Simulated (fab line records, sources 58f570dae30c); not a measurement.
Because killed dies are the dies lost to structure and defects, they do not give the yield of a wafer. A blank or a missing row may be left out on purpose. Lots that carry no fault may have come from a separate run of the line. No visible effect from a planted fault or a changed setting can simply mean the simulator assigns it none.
Problem report, 8D (eight disciplines) form, completed by code	flow berkeley-cmos170	the parts of the form that need people (team, actions taken, sign-off) are left out

## 1. THE ISSUE
At UCB170_M2_SOFTBAKE_11, run-length-s averages 82.48 s over 6 wafers from 2 lots, while fault-free wafers read 89.21 s, standard deviation 0.14. That is -48 standard deviations from the usual mean.
The step: time 60 s.
First seen on wafer L599.2, day 9 07:00, on litho-track-02. The record holds 39 wafers of 13 lots with a number at this step. The rule behind "out" and "out of limits": a value lying over 4 standard deviations away from the usual mean. The other wafers with a number count as sound.

## 2. WHAT THIS IS AND IS NOT
question	is	is not
which readings at this step	run-length-s, heater-power-total-W	-
which lots	L599, L603	L591, L592, L593, L594, L595, L602, L606, L607, L608, L611, L612
which wafers of those lots	all that have a number	-
read on which tools	litho-track-02	litho-track-01, litho-track-03
when	from day 9 07:00	up to then (15 sound wafers); but 18 sound wafers of L602, L606, L607, L608, L611, L612 came after

## 3. SUSPECTS, AND WHAT RULES EACH OUT
Counting: a tool at a process step up to the reading stays a suspect if it ran every lot that is out and no sound lot after the first of them.
- litho-track-02 at UCB170_M2_SOFTBAKE_11 (time 60 s): kept. All lots that are out passed through it, beginning with L599 at day 9 07:00, and no sound lot followed; its final sound lot before that point was L592 at day 7 21:00. On those wafers its own readings are out: heater-power-total-W, run-length-s.
Remaining after the count: litho-track-02 at UCB170_M2_SOFTBAKE_11.

## 4. THE CAUSE (what the simulator had put in)
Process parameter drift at UCB170_M2_SOFTBAKE_11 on litho-track-02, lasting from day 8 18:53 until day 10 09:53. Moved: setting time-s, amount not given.
After counting, this tool was the only one left.

## 5. THE CHAIN OF EFFECTS, in route order
Each row: a reading whose mean over the struck wafers that have a number lies more than 3 standard deviations from the usual. Only readings whose record carries a usual standard deviation are examined. hours: median over the lots of the time between each lot's start at the first step of this table that gives one and its start at this step. sigmas: the change, counted in usual standard deviations.
hours	step	reading	usual	on struck wafers	change	sigmas
0	UCB170_M2_SOFTBAKE_11	heater-power-total-W	56.80 W	58.74	+1.95	+41
0	UCB170_M2_SOFTBAKE_11	run-length-s	89.21 s	82.48	-6.73	-48
Its process steps:
- UCB170_M2_SOFTBAKE_11: time 60 s.
Readings that are blank on the struck wafers while sound wafers have them: plate-temp-C at UCB170_M2_SOFTBAKE_11.

## 6. HOW IT WOULD HAVE BEEN CAUGHT EARLIER
In this record the first reading out of limits was taken at day 9 07:00, 12 hours after the fault began at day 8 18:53.
